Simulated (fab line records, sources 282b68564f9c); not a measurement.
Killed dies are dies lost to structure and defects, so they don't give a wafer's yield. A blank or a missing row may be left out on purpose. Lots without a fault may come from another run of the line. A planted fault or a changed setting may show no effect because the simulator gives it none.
fab line records | flow rit_cmos
record lots=14 wafers=42 last_day=7
route steps=202 shown NWELL@36
lots that met no fault: from a run of the same line without faults
start_h: hours from the record's first day to the start of the lot's first wafer shown | wait_h: hours since the lot's step before | " the same as in the row above | L1.1+2: a row that stands for several wafers | - no value, or no start given | * or withheld: withheld | < > ~ a bound
route shown NAME@n: a module of which the file shows steps, and the number in the route of the first | usual: mean/standard deviation of fault-free wafers | same: alike in all rows | chamber/n: place in a boat | sites: the reading at each site | _std_site: their standard deviation | _edge_site: outer sites' mean less inner sites' | radius_mm: how far each site lies from the wafer's centre | mask NAME#n: copy n | behind: the tool/chamber that last shaped the wafer | hold: why the lot was held/for how many hours/how that ended | device: the transistor (n, p or np) that didn't switch | end of line: the same wafers' tests at the end of the route | a step without rows: its recipe alone | killed: dies lost to structure and defects at the first sort, not the wafer's yield | map: a wafer's dies, x killed, . not, _ none there
set.NAME: the setting as run; set.NAME@STEP: as run at that earlier step | model.NAME: the simulator's own value behind a step, which no gauge read
steps of the route over a sample of lots; a table a step, a row a wafer
services: from which hour (start_h, from the record's first day; less than 0 if before it) a tool's chamber was out of use, for how many hours, and why
## steps
# step RIT_NWELL_IMPLANT_08
# recipe species=P energy_kev=170 dose_cm2=5e+13 tilt_deg=7
# usual dose_ions_cm2=5.001e+13/5.4e+10 faraday_current_uA=158/3.1
# columns lot.wafer tool chamber start_h wait_h dose_ions_cm2 faraday_current_uA
L962.1 implanter-04 0 22.06 0.2 5.006e+13 160
L962.2 " 0 " " 4.993e+13 161
L962.4 " 0 " " 5.008e+13 154
L963.1 implanter-04 0 26.10 0.2 4.996e+13 160
L963.2 " 0 " " 4.997e+13 160
L963.6 " 0 " " 4.994e+13 159
L964.2 implanter-02 0 35.83 0.2 4.995e+13 157
L964.4 " 0 " " 4.996e+13 156
L964.6 " 0 " " 4.994e+13 164
L965.1 implanter-04 0 38.44 0.2 5.007e+13 159
L965.4 " 0 " " 5e+13 154
L965.6 " 0 " " 5.005e+13 157
L966.1 implanter-04 0 41.91 0.2 4.99e+13 161
L966.3 " 0 " " 4.996e+13 158
L966.4 " 0 " " 4.998e+13 157
L967.1 implanter-04 0 48.56 0.2 5e+13 163
L967.3 " 0 " " 5.001e+13 157
L967.5 " 0 " " 5.008e+13 152
L969.1 implanter-01 0 59.13 0.2 4.997e+13 161
L969.2 " 0 " " 5e+13 158
L969.3 " 0 " " 4.999e+13 157
L970.2 implanter-01 0 65.64 0.2 4.997e+13 160
L970.5 " 0 " " 5.003e+13 156
L970.6 " 0 " " 4.999e+13 160
L971.1 implanter-02 0 68.69 0.2 5.003e+13 156
L971.3 " 0 " " 4.993e+13 150
L971.4 " 0 " " 5.005e+13 162
L974.1 implanter-04 0 83.57 0.2 4.997e+13 164
L974.3 " 0 " " 4.995e+13 158
L974.4 " 0 " " 4.987e+13 159
L976.2 implanter-01 0 93.53 0.2 5.002e+13 156
L976.3 " 0 " " 4.999e+13 157
L976.6 " 0 " " 4.997e+13 161
L983.3 implanter-04 0 126.95 0.2 5.804e+13 180
L983.4 " 0 " " 5.799e+13 181
L983.6 " 0 " " 5.798e+13 180
L984.1 implanter-04 0 131.95 0.2 5.801e+13 184
L984.3 " 0 " " 5.808e+13 180
L984.4 " 0 " " 5.809e+13 185
L985.1 implanter-01 0 139.61 0.2 5e+13 161
L985.4 " 0 " " 4.995e+13 158
L985.5 " 0 " " 5.003e+13 158
# step RIT_NWELL_TW_MEAS_10
# usual NWELL_TW=2148/16
# columns lot.wafer tool chamber start_h wait_h NWELL_TW
L962.1 film_metro-03 - 22.39 0.1 2156
L962.2 " - " " 2158
L962.4 " - " " 2151
L963.1 film_metro-04 - 26.42 0.1 2146
L963.2 " - " " 2140
L963.6 " - " " 2142
L964.2 film_metro-03 - 36.14 0.1 2162
L964.4 " - " " 2161
L964.6 " - " " 2165
L965.1 film_metro-04 - 38.77 0.1 2142
L965.4 " - " " 2149
L965.6 " - " " 2141
L966.1 film_metro-03 - 42.24 0.1 2157
L966.3 " - " " 2157
L966.4 " - " " 2145
L967.1 film_metro-04 - 48.89 0.1 2130
L967.3 " - " " 2129
L967.5 " - " " 2120
L969.1 film_metro-03 - 59.60 0.1 2164
L969.2 " - " " 2153
L969.3 " - " " 2153
L970.2 film_metro-01 - 65.95 0.1 2147
L970.5 " - " " 2154
L970.6 " - " " 2144
L971.1 film_metro-03 - 69.01 0.1 2163
L971.3 " - " " 2157
L971.4 " - " " 2160
L974.1 film_metro-03 - 83.89 0.1 2161
L974.3 " - " " 2157
L974.4 " - " " 2151
L976.2 film_metro-03 - 93.84 0.1 2169
L976.3 " - " " 2167
L976.6 " - " " 2175
L983.3 film_metro-03 - 127.24 0.1 2270
L983.4 " - " " 2281
L983.6 " - " " 2270
L984.1 film_metro-04 - 132.27 0.1 2220
L984.3 " - " " 2208
L984.4 " - " " 2207
L985.1 film_metro-01 - 139.94 0.1 2146
L985.4 " - " " 2138
L985.5 " - " " 2134
# step RIT_WELLDRIVE_RS_MEAS_01
# recipe thk_meas_gauge=four-point-probe
# usual NWELL_RS=275.5/0.92
# columns lot.wafer tool chamber start_h wait_h NWELL_RS[ohm/sq]
L962.1 film_metro-03 - 29.08 0.0 275.9
L962.2 " - " " 275.8
L962.4 " - " " 275.8
L963.1 film_metro-03 - 35.10 0.0 275.5
L963.2 " - " " 275.3
L963.6 " - " " 276.4
L964.2 film_metro-03 - 43.41 0.0 274.3
L964.4 " - " " 274.9
L964.6 " - " " 274.5
L965.1 film_metro-04 - 47.41 0.0 275.2
L965.4 " - " " 274.3
L965.6 " - " " 274.3
L966.1 film_metro-03 - 49.06 0.0 277.0
L966.3 " - " " 276.9
L966.4 " - " " 277.5
L967.1 film_metro-04 - 55.58 0.0 276.4
L967.3 " - " " 276.0
L967.5 " - " " 275.1
L969.1 film_metro-04 - 68.47 0.0 274.5
L969.2 " - " " 276.0
L969.3 " - " " 276.0
L970.2 film_metro-01 - 73.58 0.0 276.1
L970.5 " - " " 276.3
L970.6 " - " " 276.6
L971.1 film_metro-04 - 78.45 0.0 275.5
L971.3 " - " " 275.5
L971.4 " - " " 275.6
L974.1 film_metro-04 - 92.64 0.0 276.6
L974.3 " - " " 275.8
L974.4 " - " " 276.3
L976.2 film_metro-04 - 101.47 0.0 274.2
L976.3 " - " " 274.3
L976.6 " - " " 274.4
L983.3 film_metro-03 - 134.84 0.0 251.9
L983.4 " - " " 252.1
L983.6 " - " " 251.5
L984.1 film_metro-01 - 140.26 0.0 252.9
L984.3 " - " " 252.6
L984.4 " - " " 252.5
L985.1 film_metro-04 - 147.53 0.0 275.9
L985.4 " - " " 275.0
L985.5 " - " " 275.1
## services
# columns tool chamber start_h hours kind
implanter-02 - 48.99 2.3 repair
implanter-02 - 82.65 2.4 pm
implanter-01 - 83.39 10.1 repair
implanter-02 - 96.48 5.3 repair
## key
first_sign step=RIT_NWELL_IMPLANT_08 reading=dose_ions_cm2 direction=up sigmas=99+ usual=5.001e+13 struck=5.803e+13
effect step=RIT_NWELL_IMPLANT_08 reading=faraday_current_uA direction=up sigmas=7.5 usual=158 struck=182
effect step=RIT_NWELL_TW_MEAS_10 reading=NWELL_TW direction=up sigmas=5.8 usual=2148 struck=2242
effect step=RIT_WELLDRIVE_RS_MEAS_01 reading=NWELL_RS direction=down sigmas=25 usual=275.5 struck=252.3
met_at RIT_NWELL_IMPLANT_08
struck_lots L983,L984
tester_left_out L983,L984
onset_between 83.57 126.95
fault kind=process_parameter_drift tool=implanter-04 chamber=- onset_h=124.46 steps=RIT_NWELL_IMPLANT_08 channel=dose_cm2 offset=8e+12 shape=step end_h=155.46 acts_in=these_recipes_only stated=5e+13
# tester_left_out: of these lots the tester's yield and bins aren't shown, on N5 and GAA mostly nor the transistor test; their killed dies are dies lost to structure and defects alone, not to doping, threshold or leakage, so they don't give the yield
